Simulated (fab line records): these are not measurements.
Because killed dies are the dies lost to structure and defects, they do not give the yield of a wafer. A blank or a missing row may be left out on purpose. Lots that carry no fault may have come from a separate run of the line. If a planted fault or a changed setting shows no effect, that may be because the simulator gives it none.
Matching of chambers | flow berkeleyCmos170 | UCB170_V1_CMP_02 on cmp-02: 4 sister chambers
The step polishes SiO2. 8 wafers are shown with their chamber, then 7 later ones without.

WAFERS WITH THEIR CHAMBER
wafer  | chamber | motorCurrentA (A) | retainingRingPressureFrac
L859.2 | 2       | 12.3              | 1.004
L862.2 | 3       | 15.0              | 1.005
L862.3 | 2       | 12.3              | 0.996
L865.2 | 0       | 15.3              | 0.992
L865.4 | 1       | 20.3              | 0.998
L865.6 | 0       | 15.2              | 0.995
L870.3 | 3       | 15.8              | 0.997
L870.4 | 1       | 19.5              | 1.003

WAFERS WITH NO CHAMBER GIVEN
wafer  | motorCurrentA (A) | retainingRingPressureFrac
L870.5 | 12.9              | 0.994
L869.1 | 12.2              | 1.006
L869.2 | 15.3              | 0.992
L869.6 | 20.9              | 1.002
L871.1 | 13.2              | 0.994
L871.3 | 15.3              | 0.998
L871.6 | 15.4              | 1.004

WHICH CHAMBER EACH ONE RAN IN
wafer  | from the rows above     | in truth
L870.5 | 2                       | 2
L869.1 | 2                       | 2
L869.2 | can't be placed: 0 or 3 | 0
L869.6 | 1                       | 1
L871.1 | 2                       | 2
L871.3 | can't be placed: 3 or 0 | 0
L871.6 | can't be placed: 3 or 0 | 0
4 of 7 placed correctly. Cannot be placed on the basis of these rows: 3; the candidates contain the true chamber in 3. Placed wrongly: 0.
How it was worked out, from the rows above alone: a wafer's distance from a chamber is the root of the sum, over the readings, of the square of ((its reading less the chamber's mean) divided by the reading's scatter). The wafer belongs to the nearest chamber; if the next one is less than 2 further off, it can't be placed. Each chamber's mean is taken over the wafers shown for it. The scatter: take each reading less its chamber's mean, square it, sum over the shown wafers, divide by the number of wafers less the number of chambers, and take the root.
